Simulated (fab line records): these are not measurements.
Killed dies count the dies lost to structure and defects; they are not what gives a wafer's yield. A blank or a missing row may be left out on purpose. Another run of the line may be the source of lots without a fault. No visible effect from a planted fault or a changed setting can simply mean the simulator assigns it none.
fab line records -- flow berkeley-cmos170
[record] lots = 5, wafers = 15, last-day = 11
route steps=331 shown V2@298 M3@309
lots that met no fault: from a run of the same line without faults
start-h: hours from the record's opening day to when the first of the lot's shown wafers began -- wait-h: hours elapsed since this lot's preceding step -- " same as the row above -- L1.1+2: a single row standing in for several wafers -- - no value present, or no start provided -- * or withheld: withheld -- < > ~ a bound
route shown NAME@n: NAME is a module with steps in the file, n the number in the route of the first one -- usual: mean/standard deviation taken from wafers without a fault -- same: alike in all rows -- chamber/n: place in a boat -- sites: each site's reading -- _std_site: their standard deviation -- _edge_site: mean of outer sites minus mean of inner sites -- radius-mm: for every site, how far away it sits from the centre of the wafer -- mask NAME#n: copy n -- behind: tool/chamber where the wafer was last shaped -- hold: cause of the lot's hold/its duration in hours/its outcome -- device: whichever transistor did not switch (one of n, p or np) -- end of line: the same wafers' tests at the end of the route -- a step without rows: its recipe alone -- killed: count of dies lost to structure and defects at first sort (not the wafer's yield) -- map: dies across one wafer; x = killed, . = not, _ = none there
set.NAME: the run value of the setting; set.NAME@STEP: its run value at that earlier step -- model.NAME: the simulator's own value behind a step, which no gauge read
lots at some steps of the route; a table a step, a row a wafer
services: a tool's chamber out of use, with start hour (start-h, from the record's first day; less than 0 if before it), hours out, and reason
[[steps]]
[step UCB170_V2_HMDS_06]
[recipe] prime-time-s = 60, prime-temp-c = 100
[step UCB170_V2_COAT_07]
[recipe] resist = KrF, spin-rpm = 1500, resist-thk-nm = 900
[step UCB170_V2_SOFTBAKE_08]
[recipe] resist = KrF, temp-c = 130, time-s = 60
[step UCB170_V2_EXPOSE_09]
[recipe] mask-id = VIA2, target-cd-nm = 700, na = 0.5, sigma-outer = 0.6, source-shape = conventional, dose-mj = 37
[step UCB170_V2_PEB_10]
[recipe] peb-temp-c = 130, peb-time-s = withheld, resist = KrF
[step UCB170_V2_DEVELOP_11]
[recipe] developer = TMAH, develop-time-s = 45, resist = KrF, dev-temp-c = 21
[step UCB170_V2_CD_MEAS_12]
[recipe] target-cd-nm = 700
[usual] cd-nm = 700.3/1.5
lot.wafer,tool,chamber,start-h,wait-h,cd-nm
L279.2,cd-sem-02,-,162.49,-,700.8
L279.5,cd-sem-02,-,162.49,-,701.0
L279.6,cd-sem-02,-,162.49,-,701.3
L288.1,cd-sem-02,-,221.35,-,701.1
L288.2,cd-sem-02,-,221.35,-,699.9
L288.5,cd-sem-02,-,221.35,-,702.1
L296.2,cd-sem-01,-,266.37,-,700.0
L296.3,cd-sem-01,-,266.37,-,699.8
L296.4,cd-sem-01,-,266.37,-,700.2
L297.1,cd-sem-02,-,266.61,-,701.2
L297.3,cd-sem-02,-,266.61,-,702.2
L297.5,cd-sem-02,-,266.61,-,701.3
L298.2,cd-sem-01,-,266.92,-,700.9
L298.5,cd-sem-01,-,266.92,-,700.2
L298.6,cd-sem-01,-,266.92,-,700.1
[step UCB170_V2_OVL_MEAS_13]
[usual] V2_OVL = 1/5.4
lot.wafer,tool,chamber,start-h,wait-h,V2_OVL[nm]
L279.2,overlay-01,-,162.59,0.1,6
L279.5,overlay-01,-,162.59,0.1,-3
L279.6,overlay-01,-,162.59,0.1,3
L288.1,overlay-02,-,221.47,0.1,8
L288.2,overlay-02,-,221.47,0.1,3
L288.5,overlay-02,-,221.47,0.1,5
L296.2,overlay-01,-,266.48,0.1,-2
L296.3,overlay-01,-,266.48,0.1,10
L296.4,overlay-01,-,266.48,0.1,3
L297.1,overlay-01,-,266.73,0.1,3
L297.3,overlay-01,-,266.73,0.1,2
L297.5,overlay-01,-,266.73,0.1,1
L298.2,overlay-01,-,267.03,0.1,3
L298.5,overlay-01,-,267.03,0.1,2
L298.6,overlay-01,-,267.03,0.1,-1
[step UCB170_V2_ETCH_14]
[recipe] chemistry = CHF3/CF4/Ar, target = SiO2, stop-on = Al, CHF3_flow_sccm = 45, cf4-flow-sccm = 15, Ar_flow_sccm = 150, pressure-mtorr = 200, rf-w = 700, target-depth-a = 12500, over-etch-frac = 0.25, time-s = 291
[usual] drypump-motor-current-A = 5.6/0.39, oes-product-au = 0.872/0.013, throttle-valve-pct = 6.97/0.097
lot.wafer,tool,chamber,start-h,wait-h,drypump-motor-current-A,oes-product-au,rf-hours-counter-h,throttle-valve-pct
L279.2,rie-diel-03,2,162.62,0.0,5.6,0.854,130,7.07
L279.5,rie-diel-03,2,162.62,0.0,5.6,0.870,-,7.07
L279.6,rie-diel-03,1,162.62,0.0,5.7,0.877,-,6.91
L288.1,rie-diel-04,1,221.50,0.0,5.7,0.850,131,7.06
L288.2,rie-diel-04,0,221.50,0.0,6.0,0.886,12,7.07
L288.5,rie-diel-04,2,221.50,0.0,6.1,0.862,-,6.93
L296.2,rie-diel-03,3,266.51,0.0,4.7,0.854,23,7.17
L296.3,rie-diel-03,2,266.51,0.0,5.6,0.861,133,7.07
L296.4,rie-diel-03,1,266.51,0.0,5.7,0.876,12,6.92
L297.1,rie-diel-04,3,266.77,0.0,5.8,0.898,3,7.03
L297.3,rie-diel-04,0,266.77,0.0,6.0,0.885,14,7.07
L297.5,rie-diel-04,3,266.77,0.0,5.8,0.895,-,7.02
L298.2,rie-diel-03,0,267.06,0.0,5.4,0.873,54,6.78
L298.5,rie-diel-03,2,267.06,0.0,5.6,0.866,-,7.07
L298.6,rie-diel-03,3,267.06,0.0,4.7,0.846,-,7.17
[step UCB170_V2_STRIP_15]
[recipe] chemistry = O2, power-w = 400, pressure-mtorr = 3500, platen-temp-c = withheld, o2-flow-sccm = 400, overash-fraction = 0.5
[usual] drypump-motor-current-A = 5.8/0.31, oes-product-au = 0.722/0.0044, strip-time-to-endpoint-s = 15.34/0.11
lot.wafer,tool,chamber,start-h,wait-h,drypump-motor-current-A,oes-product-au,rf-hours-counter-h,strip-time-to-endpoint-s
L279.2,plasma-asher-04,1,162.80,0.1,6.1,0.722,5,15.22
L279.5,plasma-asher-04,1,162.80,0.1,6.1,0.720,-,15.13
L279.6,plasma-asher-04,0,162.80,0.1,5.8,0.726,-,15.21
L288.1,plasma-asher-01,0,221.68,0.1,5.7,0.720,54,15.25
L288.2,plasma-asher-01,1,221.68,0.1,5.3,0.726,54,15.37
L288.5,plasma-asher-01,0,221.68,0.1,5.7,0.717,-,15.45
L296.2,plasma-asher-01,0,266.69,0.1,5.7,0.721,59,15.22
L296.3,plasma-asher-01,1,266.69,0.1,5.3,0.726,-,15.21
L296.4,plasma-asher-01,0,266.69,0.1,5.7,0.720,-,15.16
L297.1,plasma-asher-04,0,266.94,0.1,5.8,0.727,16,15.41
L297.3,plasma-asher-04,0,266.94,0.1,5.8,0.716,-,15.44
L297.5,plasma-asher-04,1,266.94,0.1,6.1,0.719,-,15.38
L298.2,plasma-asher-02,1,267.24,0.1,5.6,0.724,49,15.37
L298.5,plasma-asher-02,0,267.24,0.1,6.2,0.720,-,15.24
L298.6,plasma-asher-02,1,267.24,0.1,5.6,0.730,-,15.40
[step UCB170_V2_CD_MEAS_90]
[recipe] target-cd-nm = 700
[usual] cd-nm = 700.4/1.7
lot.wafer,tool,chamber,start-h,wait-h,cd-nm
L279.2,cd-sem-01,-,162.92,0.1,702.7
L279.5,cd-sem-01,-,162.92,0.1,702.6
L279.6,cd-sem-01,-,162.92,0.1,700.8
L288.1,cd-sem-02,-,221.78,0.1,701.8
L288.2,cd-sem-02,-,221.78,0.1,700.0
L288.5,cd-sem-02,-,221.78,0.1,702.9
L296.2,cd-sem-02,-,266.81,0.1,700.7
L296.3,cd-sem-02,-,266.81,0.1,700.5
L296.4,cd-sem-02,-,266.81,0.1,700.2
L297.1,cd-sem-02,-,267.04,0.1,702.1
L297.3,cd-sem-02,-,267.04,0.1,702.3
L297.5,cd-sem-02,-,267.04,0.1,701.4
L298.2,cd-sem-02,-,267.36,0.1,700.7
L298.5,cd-sem-02,-,267.36,0.1,701.1
L298.6,cd-sem-02,-,267.36,0.1,700.0
[step UCB170_M3_PRE_CLEAN_00]
[recipe] gas = Ar, preclean-etch-time-s = 60
[step UCB170_M3_SPUTTER_01]
[recipe] material = Al, target-thk-nm = 900, time-s = 120, power-w = 6000, chamber-pressure-pa = 0.5
[usual] throttle-valve-pct = 30.2/1.1
lot.wafer,tool,chamber,start-h,wait-h,throttle-valve-pct,model.Al_of_M3_SPUTTER_01.thk-nm
L279.2,pvd-sputter-01,-,163.09,0.0,30.9,885.2
L279.5,pvd-sputter-01,-,163.09,0.0,29.3,880.9
L279.6,pvd-sputter-01,-,163.09,0.0,28.7,892.3
L288.1,pvd-sputter-03,-,221.97,0.0,31.0,906.7
L288.2,pvd-sputter-03,-,221.97,0.0,30.7,892.7
L288.5,pvd-sputter-03,-,221.97,0.0,31.4,900.4
L296.2,pvd-sputter-03,-,266.97,0.0,31.7,905.8
L296.3,pvd-sputter-03,-,266.97,0.0,30.1,910.9
L296.4,pvd-sputter-03,-,266.97,0.0,30.6,1511
L297.1,pvd-sputter-04,-,267.23,0.0,30.8,892.3
L297.3,pvd-sputter-04,-,267.23,0.0,30.5,903.6
L297.5,pvd-sputter-04,-,267.23,0.0,27.6,887.2
L298.2,pvd-sputter-01,-,267.52,0.0,29.1,886.4
L298.5,pvd-sputter-01,-,267.52,0.0,30.0,890.3
L298.6,pvd-sputter-01,-,267.52,0.0,28.9,898.2
[step UCB170_M3_RS_MEAS_02]
[recipe] thk-meas-gauge = four-point-probe, reads = Al_of_M3_SPUTTER_01
[usual] M3_AL_RS = 0.0322/0.00033
lot.wafer,tool,chamber,start-h,wait-h,M3_AL_RS[ohm/sq]
L279.2,film-metro-01,-,163.19,0.1,0.0327
L279.5,film-metro-01,-,163.19,0.1,0.0329
L279.6,film-metro-01,-,163.19,0.1,0.0325
L288.1,film-metro-03,-,222.05,0.0,0.0319
L288.2,film-metro-03,-,222.05,0.0,0.0324
L288.5,film-metro-03,-,222.05,0.0,0.0322
L296.2,film-metro-03,-,267.08,0.1,0.0319
L296.3,film-metro-03,-,267.08,0.1,0.0318
L296.4,film-metro-03,-,267.08,0.1,0.0191
L297.1,film-metro-04,-,267.31,0.0,0.0324
L297.3,film-metro-04,-,267.31,0.0,0.0321
L297.5,film-metro-04,-,267.31,0.0,0.0327
L298.2,film-metro-01,-,267.63,0.1,0.0326
L298.5,film-metro-01,-,267.63,0.1,0.0326
L298.6,film-metro-01,-,267.63,0.1,0.0322
[step UCB170_M3_THK_MEAS_03]
[recipe] thk-meas-gauge = xrf, reads = Al_of_M3_SPUTTER_01
[usual] M3_AL_THK = 897/10
lot.wafer,tool,chamber,start-h,wait-h,M3_AL_THK[nm]
L279.2,film-metro-01,-,163.30,0.1,881
L279.5,film-metro-01,-,163.30,0.1,877
L279.6,film-metro-01,-,163.30,0.1,888
L288.1,film-metro-03,-,222.17,0.1,905
L288.2,film-metro-03,-,222.17,0.1,890
L288.5,film-metro-03,-,222.17,0.1,900
L296.2,film-metro-03,-,267.19,0.1,905
L296.3,film-metro-03,-,267.19,0.1,907
L296.4,film-metro-03,-,267.19,0.1,1510
L297.1,film-metro-04,-,267.43,0.1,893
L297.3,film-metro-04,-,267.43,0.1,909
L297.5,film-metro-04,-,267.43,0.1,889
L298.2,film-metro-01,-,267.74,0.1,879
L298.5,film-metro-01,-,267.74,0.1,883
L298.6,film-metro-01,-,267.74,0.1,891
[step UCB170_M3_HMDS_04]
[recipe] prime-time-s = 60, prime-temp-c = 100
[step UCB170_M3_COAT_05]
[recipe] resist = KrF, spin-rpm = 1500, resist-thk-nm = 900
[step UCB170_M3_SOFTBAKE_06]
[recipe] resist = KrF, temp-c = 130, time-s = 60
[step UCB170_M3_STRIP_07]
[recipe] chemistry = O2, power-w = 400, pressure-mtorr = 3500, platen-temp-c = withheld, o2-flow-sccm = 400, overash-fraction = 0.5
[usual] drypump-motor-current-A = 5.7/0.34, oes-product-au = 0.735/0.0047, strip-time-to-endpoint-s = 21.96/0.063
lot.wafer,tool,chamber,start-h,wait-h,drypump-motor-current-A,oes-product-au,rf-hours-counter-h,strip-time-to-endpoint-s
L279.2,plasma-asher-03,1,163.98,0.1,5.5,0.734,45,22.04
L279.5,plasma-asher-03,1,163.98,0.1,5.5,0.734,-,22.02
L279.6,plasma-asher-03,0,163.98,0.1,5.2,0.736,-,22.05
L288.1,plasma-asher-04,0,222.68,0.1,5.8,0.738,11,21.99
L288.2,plasma-asher-04,1,222.68,0.1,6.1,0.740,11,21.95
L288.5,plasma-asher-04,0,222.68,0.1,5.8,0.736,-,21.92
L296.2,plasma-asher-03,1,268.13,0.1,5.5,0.735,56,21.97
L296.3,plasma-asher-03,0,268.13,0.1,5.2,0.739,-,22.09
L296.4,plasma-asher-03,1,268.13,0.1,5.5,0.742,-,21.95
L297.1,plasma-asher-02,1,268.38,0.1,5.6,0.735,49,21.91
L297.3,plasma-asher-02,1,268.38,0.1,5.6,0.732,-,21.85
L297.5,plasma-asher-02,0,268.38,0.1,6.2,0.739,-,21.97
L298.2,plasma-asher-03,1,268.83,0.1,5.5,0.735,56,21.92
L298.5,plasma-asher-03,1,268.83,0.1,5.5,0.736,-,21.93
L298.6,plasma-asher-03,0,268.83,0.1,5.2,0.733,-,21.98
[step UCB170_M3_STRIP_08]
[recipe] chemistry = DMSO, temp-c = 80, time-s = 600, material = KrF
[step UCB170_M3_COAT_09]
[recipe] resist = BARC, temp-c = withheld, time-s = withheld, spin-rpm = 3000, resist-thk-nm = withheld
[step UCB170_M3_COAT_10]
[recipe] resist = KrF, spin-rpm = 1500, resist-thk-nm = 900
[step UCB170_M3_SOFTBAKE_11]
[recipe] resist = KrF, temp-c = 130, time-s = 60
[step UCB170_M3_EXPOSE_12]
[recipe] mask-id = METAL3, target-cd-nm = 700, na = 0.5, sigma-outer = 0.6, source-shape = conventional, dose-mj = 26
[step UCB170_M3_PEB_13]
[recipe] peb-temp-c = 130, peb-time-s = withheld, resist = KrF
[step UCB170_M3_DEVELOP_14]
[recipe] developer = TMAH, develop-time-s = 45, resist = KrF, dev-temp-c = 21
[step UCB170_M3_CD_MEAS_15]
[recipe] target-cd-nm = 700
[usual] cd-nm = 700.0/1.2
lot.wafer,tool,chamber,start-h,wait-h,cd-nm
L279.2,cd-sem-02,-,165.12,-,702.3
L279.5,cd-sem-02,-,165.12,-,702.0
L279.6,cd-sem-02,-,165.12,-,702.8
L288.1,cd-sem-02,-,224.17,-,699.2
L288.2,cd-sem-02,-,224.17,-,699.3
L288.5,cd-sem-02,-,224.17,-,700.4
L296.2,cd-sem-01,-,270.50,-,698.3
L296.3,cd-sem-01,-,270.50,-,699.6
L296.4,cd-sem-01,-,270.50,-,699.6
L297.1,cd-sem-01,-,270.90,-,701.1
L297.3,cd-sem-01,-,270.90,-,700.9
L297.5,cd-sem-01,-,270.90,-,699.5
L298.2,cd-sem-02,-,271.50,-,697.7
L298.5,cd-sem-02,-,271.50,-,698.7
L298.6,cd-sem-02,-,271.50,-,698.5
[step UCB170_M3_OVL_MEAS_16]
[usual] M3_OVL = -1/5
lot.wafer,tool,chamber,start-h,wait-h,M3_OVL[nm]
L279.2,overlay-01,-,165.23,0.1,-6
L279.5,overlay-01,-,165.23,0.1,2
L279.6,overlay-01,-,165.23,0.1,-1
L288.1,overlay-01,-,224.29,0.1,-11
L288.2,overlay-01,-,224.29,0.1,-3
L288.5,overlay-01,-,224.29,0.1,-4
L296.2,overlay-02,-,270.61,0.1,-5
L296.3,overlay-02,-,270.61,0.1,-2
L296.4,overlay-02,-,270.61,0.1,-5
L297.1,overlay-01,-,271.02,0.1,5
L297.3,overlay-01,-,271.02,0.1,0
L297.5,overlay-01,-,271.02,0.1,5
L298.2,overlay-02,-,271.61,0.1,-7
L298.5,overlay-02,-,271.61,0.1,0
L298.6,overlay-02,-,271.61,0.1,-4
[step UCB170_M3_ETCH_17]
[recipe] chemistry = N2/H2, target-depth-a = withheld, overetch-a = withheld, target = BARC, time-s = withheld, source-w = 500, bias-w = 100, pressure-mtorr = 30, n2-flow-sccm = 100, h2-flow-sccm = 200
[usual] drypump-motor-current-A = 5.5/0.49, oes-product-au = 0.999/0.022, throttle-valve-pct = 13.27/0.17
lot.wafer,tool,chamber,start-h,wait-h,drypump-motor-current-A,oes-product-au,throttle-valve-pct
L279.2,rie-diel-01,1,165.26,0.0,6.4,1.024,13.03
L279.5,rie-diel-01,3,165.26,0.0,5.6,1.013,13.47
L279.6,rie-diel-01,2,165.26,0.0,5.1,0.988,13.22
L288.1,rie-diel-02,2,224.33,0.0,5.2,1.030,13.26
L288.2,rie-diel-02,1,224.33,0.0,5.4,1.019,13.38
L288.5,rie-diel-02,1,224.33,0.0,5.4,1.008,13.38
L296.2,rie-diel-02,2,270.64,0.0,5.1,1.004,13.25
L296.3,rie-diel-02,0,270.64,0.0,6.0,0.971,13.16
L296.4,rie-diel-02,3,270.64,0.0,5.1,0.955,13.09
L297.1,rie-diel-01,1,271.06,0.0,6.4,1.043,13.04
L297.3,rie-diel-01,3,271.06,0.0,5.6,1.032,13.50
L297.5,rie-diel-01,1,271.06,0.0,6.4,1.030,13.04
L298.2,rie-diel-03,0,271.64,0.0,5.5,0.983,13.12
L298.5,rie-diel-03,0,271.64,0.0,5.5,0.989,13.11
L298.6,rie-diel-03,1,271.64,0.0,5.7,1.011,13.38
[step UCB170_M3_METAL_ETCH_18]
[recipe] chemistry = Cl2/BCl3, target = Al, stop-on = SiO2, pressure-mtorr = 12, target-depth-a = 11700, over-etch-frac = 0.3, time-s = 195, icp-w = 600, bias-w = 120, Cl2_flow_sccm = 90, bcl3-flow-sccm = 45
[usual] drypump-motor-current-A = 5.9/0.32, oes-product-au = 0.854/0.016, throttle-valve-pct = 24.42/0.1
lot.wafer,tool,chamber,start-h,wait-h,drypump-motor-current-A,oes-product-au,rf-hours-counter-h,throttle-valve-pct
L279.2,rie-metal-01,1,165.38,-,6.3,0.856,-,24.34
L279.5,rie-metal-01,1,165.38,-,6.3,0.844,-,24.33
L279.6,rie-metal-01,1,165.38,-,6.3,0.853,-,24.33
L288.1,rie-metal-01,1,224.37,-,6.3,0.865,12,24.33
L288.2,rie-metal-01,0,224.37,-,5.8,0.830,1,24.68
L288.5,rie-metal-01,0,224.37,-,5.8,0.841,-,24.69
L296.2,rie-metal-03,0,270.68,-,5.3,0.834,6,24.40
L296.3,rie-metal-03,0,270.68,-,5.3,0.842,-,24.40
L296.4,rie-metal-03,1,270.68,-,5.9,0.991,-,24.36
L297.1,rie-metal-04,0,271.10,-,6.1,0.873,16,24.36
L297.3,rie-metal-04,0,271.10,-,6.1,0.874,-,24.35
L297.5,rie-metal-04,0,271.10,-,6.1,0.865,-,24.36
L298.2,rie-metal-03,0,271.68,-,5.3,0.818,6,24.42
L298.5,rie-metal-03,1,271.68,-,5.9,0.854,-,24.44
L298.6,rie-metal-03,0,271.68,-,5.3,0.830,-,24.42
[step UCB170_M3_STRIP_19]
[recipe] chemistry = O2, power-w = 400, pressure-mtorr = 3500, platen-temp-c = withheld, o2-flow-sccm = 400, overash-fraction = 0.5
[usual] drypump-motor-current-A = 5.8/0.33, oes-product-au = 0.542/0.015
lot.wafer,tool,chamber,start-h,wait-h,drypump-motor-current-A,oes-product-au,rf-hours-counter-h
L279.2,plasma-asher-03,1,165.80,0.3,5.5,0.541,45
L279.5,plasma-asher-03,0,165.80,0.3,5.2,0.545,-
L279.6,plasma-asher-03,1,165.80,0.3,5.5,0.552,-
L288.1,plasma-asher-02,1,224.56,0.1,5.6,0.535,44
L288.2,plasma-asher-02,0,224.56,0.1,6.2,0.528,44
L288.5,plasma-asher-02,0,224.56,0.1,6.2,0.529,-
L296.2,plasma-asher-04,0,270.87,0.1,5.7,0.549,16
L296.3,plasma-asher-04,1,270.87,0.1,6.1,0.554,-
L296.4,plasma-asher-04,0,270.87,0.1,5.7,0.556,-
L297.1,plasma-asher-02,1,271.29,0.1,5.6,0.557,50
L297.3,plasma-asher-02,0,271.29,0.1,6.2,0.564,-
L297.5,plasma-asher-02,1,271.29,0.1,5.6,0.561,-
L298.2,plasma-asher-03,1,271.87,0.1,5.5,0.537,56
L298.5,plasma-asher-03,1,271.87,0.1,5.5,0.542,-
L298.6,plasma-asher-03,0,271.87,0.1,5.2,0.539,-
[step UCB170_M3_PROBE_99]
lot.wafer,tool,chamber,start-h,wait-h,model.etest.antenna-m3.short,model.etest.antenna-m2.short,model.etest.antenna-m2.over-limit,model.etest.antenna-m3.over-limit
L279.2+5+6,prober-01,-,166.19,0.1,0,0,0,0
L288.1+2+5,prober-02,-,224.90,0.1,0,0,0,0
L296.2+3,prober-02,-,271.26,0.1,0,0,0,0
L296.4,prober-02,-,271.36,0.2,1,1,1,1
L297.1+3+5,prober-01,-,271.63,0.1,0,0,0,0
L298.2+5+6,prober-02,-,272.26,0.1,0,0,0,0
// killed by level:class
L279.2 SILICIDE:geometric-particle:open=2 WELLDRIVE:geometric-particle:open=1 ACTIVE:geometric-particle:short=1 GATE:geometric-particle:short=1 ZERO:coat-microbubble-printed=1
L279.5 ACTIVE:area-etch=2 SCREENOX:geometric-particle:short=1 SILICIDE:geometric-particle:open=1 V1:geometric-particle:short=1
L279.6 M3:geometric-particle:short=2 FIELD:geometric-particle:open=1 ZERO:coat-microbubble-printed=1
L288.1 SILICIDE:geometric-particle:open=1 SILICIDE:geometric-particle:short=1 V1:geometric-particle:open=1
L288.2 PWELL:area-etch=3 START:geometric-particle:open=1 CONTACT:geometric-particle:open=1
L288.5 START:geometric-particle:short=1 SACOX:geometric-particle:open=1 M1:geometric-particle:short=1 NWELL:area-etch=1
L297.1 M3:geometric-particle:short=2 SCREENOX:geometric-particle:short=1 GATE:geometric-particle:open=1 SPACER:geometric-particle:open=1 M2:geometric-particle:open=1
L297.3 GATE:geometric-particle:short=1 SILICIDE:geometric-particle:short=1 CONTACT:geometric-particle:open=1 NWELL:area-etch=1
L297.5 M1:geometric-particle:short=1 NWELL:area-etch=1
L298.2 GATE:geometric-particle:open=3 PWELL:area-etch=1 ACTIVE:area-etch=1
L298.5 SPACER:geometric-particle:short=1 PWELL:area-etch=1
L298.6 NWELL:area-etch=1
[[services]]
tool,chamber,start-h,hours,kind
rie-diel-02,-,145.61,0.7,repair
rie-diel-04,1,150.85,3.4,repair
rie-metal-01,0,154.67,-,clean
rie-metal-01,0,154.67,16.2,scheduled-down
rie-metal-01,0,154.67,16.2,vent-cycle
rie-diel-04,1,174.40,9.4,repair
rie-metal-04,1,185.38,3.3,repair
rie-diel-04,3,192.97,-,clean
rie-diel-04,3,192.97,19.9,scheduled-down
rie-diel-04,3,192.97,19.9,vent-cycle
rie-diel-01,2,198.22,1.6,repair
pvd-sputter-01,-,203.92,1.9,repair
pvd-sputter-03,3,204.91,-,consumable-replace:kit
pvd-sputter-03,3,204.91,18.0,scheduled-down
pvd-sputter-03,3,204.91,18.0,vent-cycle
rie-metal-03,0,209.27,16.3,repair
rie-diel-03,-,213.15,28.1,pm
rie-diel-01,0,216.04,16.1,repair
rie-metal-03,-,222.56,2.8,pm
plasma-asher-04,-,222.89,1.3,repair
rie-diel-01,0,236.69,14.6,repair
rie-metal-03,-,239.00,1.4,pm
rie-diel-04,2,239.53,2.3,repair
rie-diel-01,0,261.24,4.7,repair
[[key]]
[first-sign] step = UCB170_M3_RS_MEAS_02, reading = M3_AL_RS, direction = down, sigmas = 40, usual = 0.0322, struck = 0.0191
[effect] step = UCB170_M3_THK_MEAS_03, reading = M3_AL_THK, direction = up, sigmas = 60, usual = 897, struck = 1510
[effect] step = UCB170_M3_METAL_ETCH_18, reading = oes-product-au, direction = up, sigmas = 8.8, usual = 0.854, struck = 0.991
[model-effect] step = UCB170_M3_SPUTTER_01, value = Al_of_M3_SPUTTER_01.thk-nm, without = 898.3, struck = 1511
[model-effect] step = UCB170_M3_PROBE_99, value = etest.antenna-m3.short, without = 0, struck = 1
met-at UCB170_M3_SPUTTER_01
struck-wafers L296.4
later-rows-left-out L296.4
sort-left-out L296.4
onset-between 221.97 266.97
[fault] kind = process-parameter-drift, tool = pvd-sputter-03, chamber = -, onset-h = 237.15, steps = UCB170_M3_SPUTTER_01, channel = time-s, offset = *, shape = step, end-h = 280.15, acts-in = *, stated = *, scope = struck-wafers-only
// sort-left-out: the simulated sort isn't trusted on such a fault, so these wafers' sort isn't shown, and their yield isn't known
// later-rows-left-out: the simulator's readings of these wafers behind a module that went badly wrong aren't trusted and aren't shown, but for the sort
